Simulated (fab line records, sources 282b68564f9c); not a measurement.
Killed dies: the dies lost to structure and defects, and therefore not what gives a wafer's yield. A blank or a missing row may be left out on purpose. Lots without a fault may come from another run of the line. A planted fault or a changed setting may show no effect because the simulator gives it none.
A sampling plan put to the test ; flow rit cmos ; one fab line, 35 faults that these records tell of, each judged on the records of the lots that it struck; 1 more is left out, because the records don't allow judging it
The plan consists of the line's own looks: route steps at which the wafer is read by a gauge or an inspection but not changed. Where struck wafers have a number at a look and the file lists that look's usual mean and standard deviation on fault-free wafers, the look can be judged. Caught: 4 or more of those standard deviations (sigma) separate the usual mean from the mean of the struck wafers at a look after the fault's first step. On the tool: the same test on the tool's own readings at the fault's steps. Caught also covers a different recipe on the struck wafers, or a record left blank for those wafers only.

## THE FAULTS, as the simulator had put them in
1. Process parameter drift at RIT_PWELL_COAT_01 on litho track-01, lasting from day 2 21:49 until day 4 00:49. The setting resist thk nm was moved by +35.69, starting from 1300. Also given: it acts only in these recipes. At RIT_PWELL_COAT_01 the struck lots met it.
2. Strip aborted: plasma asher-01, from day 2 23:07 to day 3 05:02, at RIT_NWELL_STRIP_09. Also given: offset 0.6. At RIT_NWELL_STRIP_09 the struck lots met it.
3. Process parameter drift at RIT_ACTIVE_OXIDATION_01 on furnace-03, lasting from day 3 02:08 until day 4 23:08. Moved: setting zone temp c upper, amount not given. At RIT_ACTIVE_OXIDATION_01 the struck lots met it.
4. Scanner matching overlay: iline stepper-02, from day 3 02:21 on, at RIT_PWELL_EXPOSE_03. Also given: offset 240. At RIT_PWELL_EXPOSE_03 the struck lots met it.
5. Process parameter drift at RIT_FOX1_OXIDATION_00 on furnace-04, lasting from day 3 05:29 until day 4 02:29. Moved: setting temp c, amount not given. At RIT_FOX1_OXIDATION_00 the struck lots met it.
6. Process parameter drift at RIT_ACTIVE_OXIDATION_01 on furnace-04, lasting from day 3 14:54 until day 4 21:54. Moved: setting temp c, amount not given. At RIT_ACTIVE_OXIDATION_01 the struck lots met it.
7. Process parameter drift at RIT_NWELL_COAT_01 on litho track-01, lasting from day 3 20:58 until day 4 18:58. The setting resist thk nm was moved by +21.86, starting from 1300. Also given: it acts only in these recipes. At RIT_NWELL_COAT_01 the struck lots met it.
8. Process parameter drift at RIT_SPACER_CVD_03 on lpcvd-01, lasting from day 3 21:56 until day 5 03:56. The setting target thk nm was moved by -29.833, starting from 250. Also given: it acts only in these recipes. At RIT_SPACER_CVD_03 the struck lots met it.
9. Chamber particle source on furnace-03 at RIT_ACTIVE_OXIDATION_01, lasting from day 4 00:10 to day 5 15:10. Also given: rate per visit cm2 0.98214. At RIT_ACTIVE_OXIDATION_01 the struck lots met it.
10. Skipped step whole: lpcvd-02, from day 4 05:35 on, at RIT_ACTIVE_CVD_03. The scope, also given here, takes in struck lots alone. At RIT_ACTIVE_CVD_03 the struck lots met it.
11. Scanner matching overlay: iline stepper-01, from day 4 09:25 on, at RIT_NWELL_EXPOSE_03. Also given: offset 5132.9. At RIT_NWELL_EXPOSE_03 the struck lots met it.
12. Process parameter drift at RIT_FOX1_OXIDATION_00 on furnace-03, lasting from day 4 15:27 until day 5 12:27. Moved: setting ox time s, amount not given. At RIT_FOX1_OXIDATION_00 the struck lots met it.
13. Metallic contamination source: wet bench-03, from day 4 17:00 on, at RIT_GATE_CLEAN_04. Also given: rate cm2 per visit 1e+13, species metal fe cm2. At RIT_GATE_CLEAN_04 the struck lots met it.
14. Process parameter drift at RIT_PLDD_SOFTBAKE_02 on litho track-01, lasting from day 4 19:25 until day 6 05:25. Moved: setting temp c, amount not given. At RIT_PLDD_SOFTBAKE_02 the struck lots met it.
15. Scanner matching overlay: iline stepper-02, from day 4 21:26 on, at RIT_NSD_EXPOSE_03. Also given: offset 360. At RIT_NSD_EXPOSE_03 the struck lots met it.
16. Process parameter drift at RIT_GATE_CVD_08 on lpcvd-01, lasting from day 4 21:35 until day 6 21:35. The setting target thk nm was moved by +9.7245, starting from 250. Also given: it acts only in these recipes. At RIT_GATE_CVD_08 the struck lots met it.
17. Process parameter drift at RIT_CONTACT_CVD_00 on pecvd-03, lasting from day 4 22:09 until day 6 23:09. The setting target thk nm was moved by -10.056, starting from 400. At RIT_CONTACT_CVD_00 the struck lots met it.
18. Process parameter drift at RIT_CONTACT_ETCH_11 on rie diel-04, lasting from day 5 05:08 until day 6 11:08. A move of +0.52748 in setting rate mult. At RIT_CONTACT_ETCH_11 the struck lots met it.
19. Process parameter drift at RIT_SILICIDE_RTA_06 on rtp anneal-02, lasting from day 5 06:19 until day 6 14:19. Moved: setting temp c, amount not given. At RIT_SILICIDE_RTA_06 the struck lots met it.
20. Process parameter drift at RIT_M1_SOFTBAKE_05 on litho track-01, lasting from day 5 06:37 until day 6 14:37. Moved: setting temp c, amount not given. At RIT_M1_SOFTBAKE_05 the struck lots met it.
21. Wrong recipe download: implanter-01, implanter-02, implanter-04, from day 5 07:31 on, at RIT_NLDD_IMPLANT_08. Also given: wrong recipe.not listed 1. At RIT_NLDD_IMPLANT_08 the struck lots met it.
22. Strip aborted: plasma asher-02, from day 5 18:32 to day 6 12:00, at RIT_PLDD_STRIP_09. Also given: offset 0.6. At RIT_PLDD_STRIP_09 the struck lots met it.
23. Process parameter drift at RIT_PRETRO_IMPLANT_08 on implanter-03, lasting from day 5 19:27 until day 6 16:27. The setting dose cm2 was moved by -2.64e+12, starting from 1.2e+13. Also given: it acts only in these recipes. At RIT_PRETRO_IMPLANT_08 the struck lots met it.
24. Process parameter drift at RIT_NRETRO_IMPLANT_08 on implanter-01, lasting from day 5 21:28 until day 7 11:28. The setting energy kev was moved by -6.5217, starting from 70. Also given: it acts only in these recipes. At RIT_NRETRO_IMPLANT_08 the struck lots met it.
25. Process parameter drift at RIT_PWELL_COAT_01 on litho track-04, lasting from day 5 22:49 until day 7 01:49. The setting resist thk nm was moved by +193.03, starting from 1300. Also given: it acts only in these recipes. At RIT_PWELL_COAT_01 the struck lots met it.
26. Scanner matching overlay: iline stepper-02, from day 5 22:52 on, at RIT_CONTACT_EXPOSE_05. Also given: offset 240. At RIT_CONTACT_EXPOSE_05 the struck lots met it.
27. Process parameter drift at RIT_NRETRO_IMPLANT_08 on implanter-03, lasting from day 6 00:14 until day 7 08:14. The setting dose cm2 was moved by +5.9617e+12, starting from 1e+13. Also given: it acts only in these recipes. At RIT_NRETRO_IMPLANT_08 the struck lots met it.
28. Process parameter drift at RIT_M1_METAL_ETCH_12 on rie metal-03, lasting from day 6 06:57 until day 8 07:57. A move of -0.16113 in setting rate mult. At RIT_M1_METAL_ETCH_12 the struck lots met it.
29. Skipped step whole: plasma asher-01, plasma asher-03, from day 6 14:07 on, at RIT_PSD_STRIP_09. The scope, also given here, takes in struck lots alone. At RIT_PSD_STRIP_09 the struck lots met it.
30. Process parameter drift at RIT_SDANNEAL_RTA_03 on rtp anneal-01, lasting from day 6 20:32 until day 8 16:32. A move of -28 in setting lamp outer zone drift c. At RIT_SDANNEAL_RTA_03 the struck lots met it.
31. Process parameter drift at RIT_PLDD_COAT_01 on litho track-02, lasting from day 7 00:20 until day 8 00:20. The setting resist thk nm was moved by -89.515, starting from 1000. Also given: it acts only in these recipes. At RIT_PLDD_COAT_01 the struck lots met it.
32. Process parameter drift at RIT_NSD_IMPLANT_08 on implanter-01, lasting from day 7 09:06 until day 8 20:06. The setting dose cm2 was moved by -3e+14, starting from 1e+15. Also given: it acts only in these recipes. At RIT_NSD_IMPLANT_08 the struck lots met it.
33. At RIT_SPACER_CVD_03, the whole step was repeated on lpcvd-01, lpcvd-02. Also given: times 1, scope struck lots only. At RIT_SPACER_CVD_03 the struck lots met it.
34. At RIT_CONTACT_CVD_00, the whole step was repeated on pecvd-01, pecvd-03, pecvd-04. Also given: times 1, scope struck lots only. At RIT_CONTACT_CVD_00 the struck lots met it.
35. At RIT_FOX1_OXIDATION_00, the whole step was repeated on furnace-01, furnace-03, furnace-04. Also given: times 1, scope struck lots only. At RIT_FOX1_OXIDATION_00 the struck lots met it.

## WHAT THE PLAN SAW
fault;on the tool itself;first look that catches it;reading, sigma;median hours from its first step to that look;hours from the fault's start to the first struck lot there;judged looks passed uncaught
1;under 2 sigma;not the one look that can be judged after it;-;-;-;1
2;run length s -99 or beyond sigma;RIT_NRETRO_TW_MEAS_10;NRETRO_TW -99 or beyond;9.4;15;0
3;no reading that can be judged;RIT_ACTIVE_THK_MEAS_02;ACTIVE_OXIDE_THK -9.7;1.9;38;0
4;no reading that can be judged;RIT_PWELL_OVL_MEAS_06;PWELL_OVL +99 or beyond;0.4;9;0
5;tube center temp C +99 or beyond sigma;RIT_FOX1_THK_MEAS_01;FOX1_OXIDE_THK +6.6;1.3;7;0
6;spike tc load C +12 sigma;RIT_ACTIVE_THK_MEAS_02;ACTIVE_OXIDE_THK +6.2;1.9;4;0
7;no reading that can be judged;not the one look that can be judged after it;-;-;-;1
8;under 2 sigma;RIT_SPACER_THK_MEAS_04;SPACER_NITRIDE_THK -11;1.9;6;0
9;no reading that can be judged;none of the 2 looks that can be judged after it;-;-;-;2
10;the tool's record is blank for the struck wafers;not the one look that can be judged after it;-;-;-;1
11;no reading that can be judged;no look after it can be judged;-;-;-;0
12;under 2 sigma;RIT_FOX1_THK_MEAS_01;FOX1_OXIDE_THK -21;1.3;4;0
13;no reading that can be judged;none of the 7 looks that can be judged after it;-;-;-;7
14;heater power total W -38 sigma;not the one look that can be judged after it;-;-;-;1
15;no reading that can be judged;RIT_NSD_OVL_MEAS_06;NSD_OVL +99 or beyond;0.4;3;0
16;under 2 sigma;RIT_GATE_THK_MEAS_09;GATE_POLY_THK +5.3;1.6;9;0
17;under 2 sigma;none of the 8 looks that can be judged after it;-;-;-;8
18;under 2 sigma;no look after it can be judged;-;-;-;0
19;wafer_temp_C_max -4.7 sigma;no look after it can be judged;-;-;-;0
20;heater power total W +25 sigma;not the one look that can be judged after it;-;-;-;1
21;under 2 sigma;RIT_NLDD_TW_MEAS_10;NLDD_TW -83;0.3;8;0
22;run length s -99 or beyond sigma;no look after it can be judged;-;-;-;0
23;dose ions cm2 -99 or beyond sigma;RIT_PRETRO_TW_MEAS_10;PRETRO_TW -7.2;0.3;3;0
24;beam energy keV -99 or beyond sigma;RIT_NRETRO_TW_MEAS_10;NRETRO_TW -4.1;0.3;7;0
25;under 2 sigma;not the one look that can be judged after it;-;-;-;1
26;no reading that can be judged;RIT_CONTACT_OVL_MEAS_09;CONTACT_OVL +99 or beyond;0.6;14;0
27;dose ions cm2 +99 or beyond sigma;RIT_NRETRO_TW_MEAS_10;NRETRO_TW +29;0.3;4;0
28;under 2 sigma;no look after it can be judged;-;-;-;0
29;the tool's record is blank for the struck wafers;no look after it can be judged;-;-;-;0
30;under 2 sigma;RIT_SDANNEAL_RS_MEAS_04;PSD_RS +39;0.1;2;0
31;under 2 sigma;not the one look that can be judged after it;-;-;-;1
32;dose ions cm2 -99 or beyond sigma;RIT_NSD_TW_MEAS_10;NSD_TW -14;0.3;9;0
33;under 2 sigma;RIT_SPACER_THK_MEAS_04;SPACER_NITRIDE_THK +93;4.0;-;0
34;under 2 sigma;RIT_CONTACT_THK_MEAS_01;CONTACT_TEOS_THK +76;0.3;-;0
35;under 2 sigma;RIT_FOX1_THK_MEAS_01;FOX1_OXIDE_THK +29;3.0;-;0
A dash: the fault isn't caught, or these records don't give the number.

Caught at a look: 19 of 35. Caught on the tool: 13 of 35. By one or the other: 25 of 35.
Faults caught by the tool alone: 10, 14, 19, 20, 22, 29.
Caught at a look alone: faults 3, 4, 8, 12, 15, 16, 21, 26, 30, 33, 34, 35.
Caught by neither: faults 1, 7, 9, 11, 13, 17, 18, 25, 28, 31.

## THINNER SAMPLING
If the look that catches a fault measured only every second or every third lot, by lot number, the first struck lot would be measured this late in the worst case:
fault;struck lots at that look, in order of time;every lot;every second lot;every third lot
2;L471;15 h;may miss it;may miss it
3;L961;38 h;may miss it;may miss it
4;L160, L161, L162, L164;9 h;17 h;20 h
5;L779, L780;7 h;12 h;may miss all 2
6;L697, L698;4 h;13 h;may miss all 2
8;L868, L869, L870;6 h;9 h;20 h
12;L277, L279;4 h;may miss all 2;may miss all 2
15;L230, L234, L237, L238;3 h;45 h;51 h
16;L143, L144, L145;9 h;16 h;30 h
21;L549, L550, L551, L552;8 h;19 h;27 h
23;L496, L498;3 h;may miss all 2;may miss all 2
24;L275, L279;7 h;may miss all 2;may miss all 2
26;L327, L330, L329;14 h;25 h;may miss all 3
27;L364, L367;4 h;19 h;may miss all 2
30;L949, L952;2 h;6 h;may miss all 2
32;L968, L970;9 h;may miss all 2;may miss all 2
The hour figures run from when the fault began to the first measured lot among those it struck. 4 sigma limit: tested on the pooled struck wafers, so a lone lot may be under it. Other struck lots may not be in these records.

## THE LONGEST TIMED WAY FROM STEP TO LOOK
For fault 2, RIT_NWELL_STRIP_09 and RIT_NRETRO_TW_MEAS_10 are separated by a median of 9.4 hours. No look between them can be judged.
